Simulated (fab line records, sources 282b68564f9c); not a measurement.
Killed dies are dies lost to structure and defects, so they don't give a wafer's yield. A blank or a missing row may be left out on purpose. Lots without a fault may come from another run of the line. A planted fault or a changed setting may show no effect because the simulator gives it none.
A struck lot beside a sound one | flow rit_cmos | 15 steps out of a route of 202
Sound: wafers L751.1, L751.3, L751.4. Struck: wafers L754.1, L754.4, L754.5. The cause comes at the end.
At each step with rows: each side's tool, then ch and its chambers, then its first start. Under that, the readings that differ: sound wafers | struck wafers | difference of the means | sigmas: that difference in standard deviations of wafers without a fault.
alike: readings whose means differ by less than 2 such deviations, and words and numbers that are the same on both sides. not compared: withheld readings, readings that some wafer has no value for, bounds like >300 that may hide the same value, and numbers for which the record gives no deviation and whose values overlap.
The two part at a step that has a row with sigmas, a row that says differs or no value, or rows on one side only. Numbers that don't overlap but have no deviation are shown without sigmas and don't part them. A reading that every wafer of one side lacks parts them only if that side has two wafers or more.

RIT_ACTIVE_BOW_MEAS_00:
  sound on film_metro-01, day 2 01:00; struck on film_metro-02, day 2 16:00
  alike: INCOMING_BOW
then, 1 step without rows for these wafers: RIT_ACTIVE_OXIDATION_01 (target thk 46.8 nm, ox time 3360 s).
RIT_ACTIVE_THK_MEAS_02:
  sound on film_metro-02, day 2 03:29; struck on film_metro-01, day 2 18:25
  reading               | sound          | struck         | difference | sigmas
  ACTIVE_OXIDE_THK (nm) | 48.3 49.0 48.5 | 46.6 46.8 46.5 | -2.0       | -2
then, 1 step without rows for these wafers: RIT_ACTIVE_CVD_03 (deposits Si3N4 from SiH2Cl2/NH3, target thk 150 nm, time 1500 s).
RIT_ACTIVE_THK_MEAS_04:
  sound on film_metro-02, day 2 04:57; struck on film_metro-02, day 2 20:39
  alike: ACTIVE_NITRIDE_THK
then, 5 steps without rows for these wafers: RIT_ACTIVE_HMDS_05 (prime time 60 s); RIT_ACTIVE_COAT_06 (resist thk 995 nm); RIT_ACTIVE_SOFTBAKE_07 (time 60 s); RIT_ACTIVE_EXPOSE_08 (exposes mask M1, target cd 1400 nm); RIT_ACTIVE_PEB_09.
RIT_ACTIVE_DEVELOP_10: develop time 50 s.
  sound on litho_track-03 ch 0, day 2 05:00; struck on litho_track-03 ch 0, day 2 21:00
RIT_ACTIVE_CD_MEAS_11: target cd 1400 nm.
  sound on cd_sem-02, day 2 06:04; struck on cd_sem-02, day 2 22:20
  reading    | sound                | struck               | difference | sigmas
  cd_nm (nm) | 1402.0 1404.4 1401.7 | 1388.6 1386.7 1387.0 | -15.3      | -7
  not compared: hold
RIT_ACTIVE_ETCH_13: etches Si3N4 in SF6, stops on SiO2, time 210 s, target depth 210 nm.
  sound on rie_diel-01 ch 0,2,3, day 2 06:20; struck on rie_diel-03 ch 0,1,3, day 3 00:01
  reading                 | sound          | struck         | difference | sigmas
  model.ACTIVE.cd_nm (nm) | 1402 1404 1401 | 1388 1387 1387 | -15        |
  alike: drypump_motor_current_A, oes_product_au, throttle_valve_pct
  not compared: rf_hours_counter_h
RIT_ACTIVE_STRIP_14: strips in O2, time 180 s.
  sound on plasma_asher-02 ch 0,1, day 2 06:28; struck on plasma_asher-03 ch 0,1, day 3 00:09
  alike: drypump_motor_current_A
  not compared: rf_hours_counter_h
-- the record jumps here: 3 days lie between the struck wafers' starts before and after (it left off in module ACTIVE and takes up again in module M1, whose first step shown is number 202 of the route) --
RIT_M1_PROBE_99:
  the record has rows for the struck wafers here (prober-01, day 6 07:35) and none for the sound ones

WHERE THEY PART
First at RIT_ACTIVE_THK_MEAS_02; last, within this record, at RIT_M1_PROBE_99.

WHY: what the simulator had put in
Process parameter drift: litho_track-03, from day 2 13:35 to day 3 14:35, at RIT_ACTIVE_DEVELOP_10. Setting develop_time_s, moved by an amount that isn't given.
